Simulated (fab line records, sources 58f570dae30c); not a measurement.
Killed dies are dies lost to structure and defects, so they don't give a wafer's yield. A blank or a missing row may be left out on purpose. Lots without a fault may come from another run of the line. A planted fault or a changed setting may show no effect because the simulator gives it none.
A struck lot beside a sound one | flow berkeley_cmos170 | 44 steps out of a route of 331
Sound: wafers L328.1, L328.3, L328.4. Struck: wafers L330.2, L330.3, L330.6. The cause comes at the end.
At each step with rows: each side's tool, then ch and its chambers, then its first start. Under that, the readings that differ: sound wafers | struck wafers | difference of the means | sigmas: that difference in standard deviations of wafers without a fault.
alike: readings whose means differ by less than 2 such deviations, and words and numbers that are the same on both sides. not compared: withheld readings, readings that some wafer has no value for, bounds like >300 that may hide the same value, and numbers for which the record gives no deviation and whose values overlap.
The two part at a step that has a row with sigmas, a row that says differs or no value, or rows on one side only. Numbers that don't overlap but have no deviation are shown without sigmas and don't part them. A reading that every wafer of one side lacks parts them only if that side has two wafers or more.

first, 3 steps without rows for these wafers: UCB170_PVT_EXPOSE_03 (exposes mask NWELL, target cd 3000 nm); UCB170_PVT_PEB_04; UCB170_PVT_DEVELOP_05 (develop time 45 s).
UCB170_PVT_OVL_MEAS_06:
  sound on overlay-01, day 6 22:13; struck on overlay-01, day 7 12:14
  alike: PVT_OVL
then, 1 step without rows for these wafers: UCB170_PVT_IMPLANT_07.
UCB170_PVT_STRIP_08: strips in O2.
  sound on plasma_asher-01 ch 0,1, day 6 22:23; struck on plasma_asher-01 ch 0,1, day 7 12:25
  alike: drypump_motor_current_A, o2_flow_sccm, oes_product_au, strip_time_to_endpoint_s
  not compared: rf_hours_counter_h
UCB170_PVT_TW_MEAS_09:
  sound on film_metro-01, day 6 22:29; struck on film_metro-04, day 7 12:32
  alike: PVT_TW
then, 1 step without rows for these wafers: UCB170_GATE_WET_ETCH_00 (etches SiO2 in dHF, time 200 s).
UCB170_FIELD_THK_MEAS_91:
  sound on film_metro-01, day 6 22:37; struck on film_metro-01, day 7 12:40
  alike: FIELD_OXIDE_LEFT_2_THK
then, 1 step without rows for these wafers: UCB170_GATE_OXIDATION_01 (target thk 6.6 nm, ox time 1800 s).
UCB170_GATE_THK_MEAS_02:
  sound on film_metro-04, day 7 02:42; struck on film_metro-03, day 7 18:42
  alike: GATE_OXIDE_THK
then, 1 step without rows for these wafers: UCB170_GATE_ANNEAL_03 (time 1800 s).
UCB170_GATE_CVD_04: deposits poly-Si from SiH4, time 1440 s, target thk 214 nm.
  sound on lpcvd-01 ch 0, day 7 07:38; struck on lpcvd-01 ch 1, day 7 22:56
  reading                                  | sound           | struck        | difference | sigmas
  model.poly-Si_of_GATE_CVD_04.thk_nm (nm) | 212.5 211 213.5 | 173 173 172.8 | -39        |
UCB170_GATE_THK_MEAS_05:
  sound on film_metro-03, day 7 09:02; struck on film_metro-04, day 8 00:21
  reading            | sound             | struck            | difference | sigmas
  GATE_POLY_THK (nm) | 212.4 211.1 213.6 | 173.0 173.0 172.8 | -39.4      | -19
then, 6 steps without rows for these wafers: UCB170_GATE_COAT_06; UCB170_GATE_COAT_07 (resist thk 900 nm); UCB170_GATE_SOFTBAKE_08 (time 60 s); UCB170_GATE_EXPOSE_09 (exposes mask POLY, target cd 350 nm); UCB170_GATE_PEB_10; UCB170_GATE_DEVELOP_11 (develop time 45 s).
UCB170_GATE_CD_MEAS_12: target cd 350 nm.
  sound on cd_sem-02, day 7 11:07; struck on cd_sem-02, day 8 03:23
  reading    | sound             | struck            | difference | sigmas
  cd_nm (nm) | 352.1 351.1 351.5 | 347.7 348.7 348.6 | -3.2       | -2
UCB170_GATE_OVL_MEAS_13:
  sound on overlay-02, day 7 11:14; struck on overlay-01, day 8 03:30
  alike: GATE_OVL
UCB170_GATE_ETCH_14: etches BARC in N2/H2.
  sound on rie_diel-01 ch 0,2,3, day 7 11:17; struck on rie_diel-03 ch 1,2, day 8 03:32
  alike: drypump_motor_current_A, n2_flow_sccm, oes_product_au, throttle_valve_pct
UCB170_GATE_ETCH_15: etches poly-Si in HBr/Cl2, stops on SiO2, time 56.3 s, target depth 278.2 nm.
  sound on rie_si-02 ch 1,3, day 7 11:19; struck on rie_si-01 ch 0,1,2, day 8 03:34
  reading                          | sound             | struck            | difference | sigmas
  oes_product_au (a.u.)            | 0.831 0.837 0.830 | 0.718 0.703 0.746 | -0.110     | -6
  model.etch.depth_nm (nm)         | 212.5 211 213.5   | 173 173 172.8     | -39        |
  model.GATE.feature_depth_nm (nm) | 212.5 211 213.5   | 173 173 172.8     | -39        |
  alike: drypump_motor_current_A, throttle_valve_pct
  not compared: rf_hours_counter_h
UCB170_GATE_STRIP_16: strips in O2.
  sound on plasma_asher-02 ch 0,1, day 7 11:22; struck on plasma_asher-03 ch 0,1, day 8 03:37
  alike: drypump_motor_current_A, o2_flow_sccm, oes_product_au
  not compared: rf_hours_counter_h
UCB170_GATE_CD_MEAS_90: target cd 350 nm.
  sound on cd_sem-02, day 7 11:31; struck on cd_sem-02, day 8 03:59
  reading    | sound             | struck            | difference | sigmas
  cd_nm (nm) | 351.7 352.0 352.8 | 346.8 348.5 347.5 | -4.6       | -3
then, 7 steps without rows for these wafers: UCB170_GATE_CLEAN_17 (cleans in SPM, time 600 s); UCB170_PLDD_HMDS_00 (prime time 60 s); UCB170_PLDD_COAT_01 (resist thk 900 nm); UCB170_PLDD_SOFTBAKE_02 (time 60 s); UCB170_PLDD_EXPOSE_03 (exposes mask PSELECT, target cd 1200 nm); UCB170_PLDD_PEB_04; UCB170_PLDD_DEVELOP_05 (develop time 45 s).
UCB170_PLDD_CD_MEAS_06: target cd 1200 nm.
  sound on cd_sem-02, day 7 13:34; struck on cd_sem-02, day 8 06:16
  alike: cd_nm
UCB170_PLDD_OVL_MEAS_07:
  sound on overlay-02, day 7 13:41; struck on overlay-01, day 8 06:23
  reading       | sound | struck    | difference | sigmas
  PLDD_OVL (nm) | 8 6 7 | -9 -5 -12 | -16        | -3
then, 2 steps without rows for these wafers: UCB170_PLDD_IMPLANT_08; UCB170_PLDD_IMPLANT_09.
UCB170_PLDD_STRIP_10: strips in O2.
  sound on plasma_asher-01 ch 0,1, day 7 14:02; struck on plasma_asher-01 ch 0,1, day 8 06:43
  alike: drypump_motor_current_A, o2_flow_sccm, oes_product_au, strip_time_to_endpoint_s
  not compared: rf_hours_counter_h
UCB170_PLDD_TW_MEAS_11:
  sound on film_metro-03, day 7 14:08; struck on film_metro-01, day 8 06:52
  alike: PLDD_TW
then, 3 steps without rows for these wafers: UCB170_PLDD_CLEAN_12 (cleans in SPM, time 600 s); UCB170_NLDD_HMDS_00 (prime time 60 s); UCB170_NLDD_COAT_01 (resist thk 900 nm).
UCB170_SILICIDE_PRE_CLEAN_00: preclean etch time 60 s.
  sound on pvd_sputter-02, day 8 07:14; struck on pvd_sputter-04, day 8 22:52
  reading                                  | sound             | struck          | difference | sigmas
  model.poly-Si_of_GATE_CVD_04.thk_nm (nm) | 205.7 204.2 206.6 | 166.1 166.2 166 | -39.4      |
UCB170_M3_PROBE_99:
  the record has rows for the sound wafers here (prober-01, day 9 17:38) and none for the struck ones

WHERE THEY PART
First at UCB170_GATE_THK_MEAS_05; last, within this record, at UCB170_M3_PROBE_99.

WHY: what the simulator had put in
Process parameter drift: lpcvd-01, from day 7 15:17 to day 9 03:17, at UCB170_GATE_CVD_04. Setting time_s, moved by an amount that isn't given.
